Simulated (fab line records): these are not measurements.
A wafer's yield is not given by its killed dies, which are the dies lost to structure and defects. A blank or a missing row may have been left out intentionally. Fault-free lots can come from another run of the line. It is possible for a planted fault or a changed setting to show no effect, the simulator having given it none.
What tool caused it? | flow berkeley cmos170 | 42 wafers from 14 lots sampled at 6 of the route's 331 steps

WHAT THE GAUGES SHOWED, per wafer
UCB170_PSD_CD_MEAS_06: the cd target is 1200 nm. Usual: cd nm 1200.0 nm, standard deviation 1.5.
lot  | measured     | on        | cd nm (nm)           | flag
L700 | day 8 11:44  | cd sem-02 | 1198.6 1196.6 1197.4 |
L699 | day 8 11:47  | cd sem-01 | 1197.7 1197.9 1197.2 |
L698 | day 8 16:11  | cd sem-01 | 1199.4 1199.8 1200.9 |
L701 | day 8 16:26  | cd sem-02 | 1201.8 1200.6 1200.2 |
L705 | day 9 03:53  | cd sem-02 | 1202.0 1201.4 1200.7 |
L709 | day 9 11:29  | cd sem-01 | 1202.3 1201.6 1202.5 |
L710 | day 10 01:53 | cd sem-01 | 1201.8 1201.2 1202.1 |
L707 | day 10 02:02 | cd sem-02 | 1200.1 1199.1 1198.8 |
L715 | day 11 10:16 | cd sem-01 | 1198.6 1198.2 1198.4 |
L718 | day 11 10:23 | cd sem-02 | 1196.2 1198.8 1198.0 |
L716 | day 11 10:32 | cd sem-01 | 1200.2 1200.3 1199.1 |
L717 | day 11 10:37 | cd sem-02 | 1202.3 1201.5 1203.1 |
L720 | day 12 12:05 | cd sem-01 | 1197.0 1198.6 1198.4 |
L719 | day 12 12:19 | cd sem-01 | 1200.3 1198.1 1199.7 |

UCB170_PSD_TW_MEAS_10. Usual: PSD_TW gives 2325 (standard deviation 10).
lot  | measured     | on            | PSD_TW         | flag
L700 | day 8 12:08  | film metro-04 | 2327 2325 2328 |
L699 | day 8 12:15  | film metro-04 | 2319 2309 2327 |
L698 | day 8 16:34  | film metro-04 | 2319 2333 2316 |
L701 | day 8 16:50  | film metro-03 | 2322 2321 2314 |
L705 | day 9 04:18  | film metro-04 | 2324 2323 2312 |
L709 | day 9 11:53  | film metro-03 | 2317 2318 2331 |
L710 | day 10 02:16 | film metro-03 | 2329 2322 2332 |
L707 | day 10 02:27 | film metro-03 | 2333 2329 2337 |
L715 | day 11 10:46 | film metro-04 | 2329 2332 2330 |
L718 | day 11 10:56 | film metro-01 | 2318 2331 2332 |
L716 | day 11 11:13 | film metro-03 | 2314 2314 2308 |
L717 | day 11 11:22 | film metro-01 | 2342 2346 2340 |
L720 | day 12 12:28 | film metro-04 | 2328 2320 2321 |
L719 | day 12 12:43 | film metro-04 | 2326 2328 2323 |

UCB170_SILICIDE_RS_MEAS_02: measurement is done with a four-point probe. Usual: SILICIDE_TI_RS gives 26.1 ohm/sq (standard deviation 0.4).
lot  | measured     | on            | SILICIDE_TI_RS (ohm/sq) | flag
L700 | day 8 20:00  | film metro-02 | 26.9 27.0 26.7          |
L699 | day 8 20:25  | film metro-02 | 25.5 25.5 25.4          |
L698 | day 8 21:56  | film metro-02 | 26.3 26.7 26.4          |
L701 | day 8 22:16  | film metro-02 | 26.0 26.0 26.3          |
L705 | day 9 10:46  | film metro-02 | 21.5 21.2 21.4          | OFF
L709 | day 9 17:25  | film metro-02 | 20.9 21.1 21.1          | OFF
L710 | day 10 07:58 | film metro-03 | 26.4 26.2 26.1          |
L707 | day 10 07:56 | film metro-02 | 26.2 26.2 25.9          |
L715 | day 11 14:26 | film metro-02 | 25.8 26.5 26.1          |
L718 | day 11 14:40 | film metro-02 | 26.3 26.3 26.0          |
L716 | day 11 14:58 | film metro-03 | 26.0 26.3 26.2          |
L717 | day 11 15:21 | film metro-02 | 26.3 26.6 27.0          |
L720 | day 12 16:09 | film metro-02 | 26.3 26.1 26.3          |
L719 | day 12 16:35 | film metro-03 | 26.0 26.2 26.2          |

UCB170_SILICIDE_THK_MEAS_03: measures by xrf. Usual: SILICIDE_TI_THK gives 30.0 nm (standard deviation 0.39).
lot  | measured     | on            | SILICIDE_TI_THK (nm) | flag
L700 | day 8 20:07  | film metro-02 | 29.7 29.3 29.4       |
L699 | day 8 20:32  | film metro-02 | 30.8 30.7 30.7       |
L698 | day 8 22:03  | film metro-02 | 30.0 29.6 29.9       |
L701 | day 8 22:23  | film metro-02 | 30.3 30.1 30.0       |
L705 | day 9 10:53  | film metro-02 | 35.6 36.0 35.6       | OFF
L709 | day 9 17:32  | film metro-02 | 36.6 36.1 36.2       | OFF
L710 | day 10 08:04 | film metro-03 | 29.8 30.0 30.0       |
L707 | day 10 08:03 | film metro-02 | 29.9 29.9 30.2       |
L715 | day 11 14:34 | film metro-02 | 30.2 29.7 30.1       |
L718 | day 11 14:46 | film metro-02 | 30.1 30.0 30.5       |
L716 | day 11 15:05 | film metro-03 | 30.2 29.9 30.0       |
L717 | day 11 15:28 | film metro-02 | 29.9 29.7 29.2       |
L720 | day 12 16:15 | film metro-02 | 30.0 30.1 30.0       |
L719 | day 12 16:43 | film metro-03 | 30.1 29.9 29.9       |

WHICH TOOL RAN EACH LOT (tool, then ch and the chambers of the sampled wafers, then the start)
lot  | UCB170_SDANNEAL_RTA_01           | UCB170_SILICIDE_SPUTTER_01
L700 | rtp anneal-02 ch 0, day 8 19:19  | pvd sputter-01, day 8 19:55
L699 | rtp anneal-01 ch 0, day 8 19:46  | pvd sputter-04, day 8 20:22
L698 | rtp anneal-01 ch 0, day 8 21:14  | pvd sputter-01, day 8 21:53
L701 | rtp anneal-02 ch 0, day 8 21:20  | pvd sputter-04, day 8 22:14
L705 | rtp anneal-01 ch 0, day 9 10:08  | pvd sputter-02, day 9 10:44
L709 | rtp anneal-01 ch 0, day 9 16:47  | pvd sputter-02, day 9 17:23
L710 | rtp anneal-01 ch 0, day 10 07:19 | pvd sputter-04, day 10 07:53
L707 | rtp anneal-02 ch 0, day 10 07:17 | pvd sputter-01, day 10 07:53
L715 | rtp anneal-01 ch 0, day 11 13:48 | pvd sputter-01, day 11 14:25
L718 | rtp anneal-02 ch 0, day 11 13:49 | pvd sputter-04, day 11 14:25
L716 | rtp anneal-01 ch 0, day 11 14:20 | pvd sputter-01, day 11 14:56
L717 | rtp anneal-01 ch 0, day 11 14:43 | pvd sputter-04, day 11 15:19
L720 | rtp anneal-01 ch 0, day 12 15:29 | pvd sputter-01, day 12 16:05
L719 | rtp anneal-01 ch 0, day 12 15:54 | pvd sputter-01, day 12 16:34
- UCB170_SDANNEAL_RTA_01: time 5 s.
- UCB170_SILICIDE_SPUTTER_01: material Ti, target thk 30 nm, time 25 s.

WHAT THE TOOLS THEMSELVES READ (means of the sampled wafers that have a number; where no wafer has one, the mark that the record gives instead)
UCB170_SDANNEAL_RTA_01. Usual: chamber o2 ppm 1.993, standard deviation 0.022; lamp power pct 39 %, standard deviation 7.6; wafer_temp_C_max 1054.8, standard deviation 1.2.
lot  | tool          | chamber o2 ppm | lamp power pct (%) | wafer_temp_C_max | flag
L700 | rtp anneal-02 | 1.990          | 49                 | 1055.8           |
L699 | rtp anneal-01 | 1.985          | 34                 | 1054.4           |
L698 | rtp anneal-01 | 1.993          | 34                 | 1055.6           |
L701 | rtp anneal-02 | 2.007          | 49                 | 1054.4           |
L705 | rtp anneal-01 | 2.000          | 34                 | 1053.9           |
L709 | rtp anneal-01 | 1.993          | 34                 | 1053.2           |
L710 | rtp anneal-01 | 1.978          | 34                 | 1054.1           |
L707 | rtp anneal-02 | 1.975          | 49                 | 1056.3           |
L715 | rtp anneal-01 | 1.986          | 34                 | 1054.3           |
L718 | rtp anneal-02 | 1.987          | 49                 | 1055.6           |
L716 | rtp anneal-01 | 1.993          | 34                 | 1054.0           |
L717 | rtp anneal-01 | 1.988          | 34                 | 1055.4           |
L720 | rtp anneal-01 | 2.004          | 34                 | 1055.2           |
L719 | rtp anneal-01 | 2.018          | 34                 | 1055.1           |

UCB170_SILICIDE_SPUTTER_01. Usual: chamber pressure pa 0.5000 Pa, standard deviation 0.00095; throttle valve pct 30.2 %, standard deviation 0.76.
lot  | tool           | chamber pressure pa (Pa) | throttle valve pct (%) | flag
L700 | pvd sputter-01 | 0.5007                   | 29.8                   |
L699 | pvd sputter-04 | 0.4995                   | 29.7                   |
L698 | pvd sputter-01 | 0.4998                   | 29.7                   |
L701 | pvd sputter-04 | 0.4993                   | 30.4                   |
L705 | pvd sputter-02 | 0.5003                   | 30.5                   |
L709 | pvd sputter-02 | 0.5013                   | 30.6                   |
L710 | pvd sputter-04 | 0.4999                   | 29.9                   |
L707 | pvd sputter-01 | 0.5010                   | 29.7                   |
L715 | pvd sputter-01 | 0.5000                   | 29.6                   |
L718 | pvd sputter-04 | 0.5010                   | 29.7                   |
L716 | pvd sputter-01 | 0.5000                   | 29.8                   |
L717 | pvd sputter-04 | 0.4999                   | 30.4                   |
L720 | pvd sputter-01 | 0.4997                   | 29.7                   |
L719 | pvd sputter-01 | 0.5004                   | 29.6                   |

THE ANSWER, worked out from the rows above alone
Rule: a lot is off if the mean of its wafers that have a number lies more than 3 standard deviations from the usual mean. A lot without any number at a reading at which 4 lots or more have one is off too. Where the step has rows for the other lots, those lots are counted as sound. After the gauges, taken in route order, come the tools' own readings; for these a lot's mean is taken, as printed above. The first step at which some lot is off is used, and at that step the reading that is off furthest; a lot without a number counts as furthest.
Off: at UCB170_SILICIDE_RS_MEAS_02 (SILICIDE_TI_RS), L705, L709.
A tool fits if, at a process step before that reading, it ran every lot that is off, and no sound lot after the first of them. The gauges at UCB170_SILICIDE_RS_MEAS_02 are tried like those tools. One fits: UCB170_SILICIDE_SPUTTER_01 on pvd sputter-02. It ran no sound lot before its first lot that is off in this sample, so the start can't be narrowed down.

WHAT THE SIMULATOR HAD PUT IN
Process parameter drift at UCB170_SILICIDE_SPUTTER_01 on pvd sputter-02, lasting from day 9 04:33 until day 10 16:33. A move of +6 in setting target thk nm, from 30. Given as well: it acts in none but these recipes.
Shown lots that were struck: L705, L709. The rule above reached the same finding.
